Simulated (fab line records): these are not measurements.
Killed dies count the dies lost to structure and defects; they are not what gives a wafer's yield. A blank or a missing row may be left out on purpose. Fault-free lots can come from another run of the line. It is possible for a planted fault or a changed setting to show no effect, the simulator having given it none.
Code-filled problem report in 8D (eight disciplines) form ; flow berkeley_cmos170 ; the parts of the form that need people (team, actions taken, sign-off) are left out

== 1. WHAT IS WRONG ==
Mean of exposure_dose_mJ_cm2 at UCB170_NLDD_EXPOSE_03: 29.857 over 2 wafers from 1 lot, against 29.988 (standard deviation 0.027) on wafers with no fault. That puts it -4.9 standard deviations away from the usual mean.
The step: exposes mask NSELECT, target cd 1200 nm.
Earliest sighting: wafer L674.3 on krf_scanner-02 at day 9 06:36. The record has a number at this step for 14 wafers belonging to 5 lots. The rule behind "out" and "out of limits": a value lying over 4 standard deviations away from the usual mean. All remaining wafers that have a number are taken as sound.

== 2. WHAT IT IS, WHAT IT ISN'T ==
question;is;is not
which readings at this step;exposure_dose_mJ_cm2;-
which lots;L674;L662, L665, L675, L681
which wafers of those lots;all that have a number;-
read on which tools;krf_scanner-02;krf_scanner-01
when;from day 9 06:36;"up to then (6 sound wafers); but 6 sound wafers of L675, L681 came after"

== 3. THE SUSPECTS, EACH WITH WHAT RULES IT OUT ==
Counting: a tool at a process step up to the reading stays a suspect if it ran every lot that is out and no sound lot after the first of them.
- plasma_asher-04 at UCB170_PLDD_STRIP_10 (strips in O2): ruled out as a lasting fault. After its first lot that is out, L674 (day 9 05:02), sound lots L681 ran on it.
- krf_scanner-02 at UCB170_NLDD_EXPOSE_03 (exposes mask NSELECT, target cd 1200 nm): kept. It ran the lot that is out, L674 (day 9 06:36), and no sound lot after that; its last sound lot up to then is L662 (day 6 22:48). On those wafers its own readings are out: exposure_dose_mJ_cm2.
Remaining after the count: krf_scanner-02 at UCB170_NLDD_EXPOSE_03.

== 4. THE CAUSE (what the simulator had put in) ==
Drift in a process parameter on krf_scanner-02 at UCB170_NLDD_EXPOSE_03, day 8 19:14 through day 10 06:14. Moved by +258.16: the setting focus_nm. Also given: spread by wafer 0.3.
Only this tool survived the counting.

== 5. THE EFFECT CHAIN, in route order ==
One row per reading whose mean, taken over the struck wafers that have a number, lies over 3 standard deviations from the usual. Only readings for which the record gives a usual standard deviation are gone through. hours: the time from each lot's start at the first step in this table that gives one to its start at this step, as a median over the lots. sigmas: the change in usual standard deviations.
hours;step;reading;usual;on struck wafers;change;sigmas
0;UCB170_NLDD_EXPOSE_03;exposure_dose_mJ_cm2;29.988;29.857;-0.131;-4.9
It contains these process steps:
- UCB170_NLDD_EXPOSE_03: exposes mask NSELECT, target cd 1200 nm.
Later measuring or inspecting steps at which every struck wafer that the step has a row for has a number for every such reading, and none has moved that far: UCB170_NLDD_CD_MEAS_06, UCB170_NLDD_OVL_MEAS_07.

== 6. WHAT WOULD HAVE CAUGHT IT SOONER ==
11 hours passed between the start of the fault at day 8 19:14 and the first reading out of limits in this record, taken at day 9 06:36.
